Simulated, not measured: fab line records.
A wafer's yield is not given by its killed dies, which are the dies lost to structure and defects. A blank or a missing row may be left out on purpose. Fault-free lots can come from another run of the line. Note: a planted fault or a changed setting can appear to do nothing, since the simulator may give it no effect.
A single fault, viewed from 2 desks -- flow berkeleyCmos170 -- numbers are kept per desk, each desk with only its own; the story behind them comes last

## THE TOOL OWNER'S DESK: implanter-03
For each lot that ran on this tool, the mean over its sampled wafers that have a number, from the tool's own readings at UCB170_NLDD_IMPLANT_09. If a lot's mean is further than 4 standard deviations from the usual mean, the lot is out of limits and carries the mark OUT (the distance appears in the brackets).
Columns: A = beamEnergyKeV at UCB170_NLDD_IMPLANT_09, usual 29.999; B = rotationDeg at UCB170_NLDD_IMPLANT_09, usual 180.01 degrees
lot,first seen here,A,B
L364,day 7 14:56,29.993,180.04
L368,day 8 08:37,29.995,179.99
L370,day 9 09:38,19.502 (-99 or more) OUT,180.02
L375,day 10 12:34,19.506 (-99 or more) OUT,180.01
This desk finds L370, L375 out of limits, L370 being first, at day 9 09:38 (beamEnergyKeV at UCB170_NLDD_IMPLANT_09). L364, L368 stayed within limits.

## METROLOGY DESK
Means of the sampled wafers that have a number, per lot and without regard to the tool the lot ran on: this is what the gauges read. If a lot's mean is further than 4 standard deviations from the usual mean, the lot is out of limits and carries the mark OUT (the distance appears in the brackets).
Columns: A = cdNm at UCB170_NLDD_CD_MEAS_06, usual 1199.5 nm; B = NLDD_TW at UCB170_NLDD_TW_MEAS_11, usual 2201
lot,first seen here,A,B
L364,day 7 14:37,1200.6,2232
L363,day 7 14:45,1200.9,2172
L365,day 7 23:44,1199.3,2192
L366,day 8 00:27,1201.3,2204
L368,day 8 08:19,1197.4,2204
L370,day 9 09:19,1200.2,2085 (-5.5) OUT
L375,day 10 12:16,1200.5,2114 (-4.1) OUT
L377,day 10 13:08,1198.9,2190
L380,day 11 02:04,1199.6,2194
L379,day 11 02:54,1197.8,2199
L381,day 11 07:49,1200.5,2190
L382,day 12 03:21,1197.5,2181
L384,day 12 15:23,1199.2,2207
L386,day 12 21:53,1200.0,2226
This desk's finding: out of limits on L370, L375; first on L370, day 9 09:51 (NLDD_TW at UCB170_NLDD_TW_MEAS_11). L364, L363, L365, L366, L368, L377, L380, L379, L381, L382, L384, L386 stayed within limits.

## ALL TOGETHER
At day 9 09:38, on L370, L375, the tool owner's desk was in a position to raise an alarm.
L370, L375 would have let the metrology desk raise an alarm at day 9 09:51.
UCB170_NLDD_IMPLANT_09 was run on implanter-03 by each of the lots named.

## WHAT THE SIMULATOR HAD PUT IN
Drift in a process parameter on implanter-03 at UCB170_NLDD_IMPLANT_09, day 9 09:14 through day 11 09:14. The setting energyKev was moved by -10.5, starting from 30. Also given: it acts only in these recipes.
Struck lots among those shown: L370, L375.
Counting hours from when the fault started, the first reading out of limits came at 0 for the tool owner's desk and at 1 for the metrology desk.
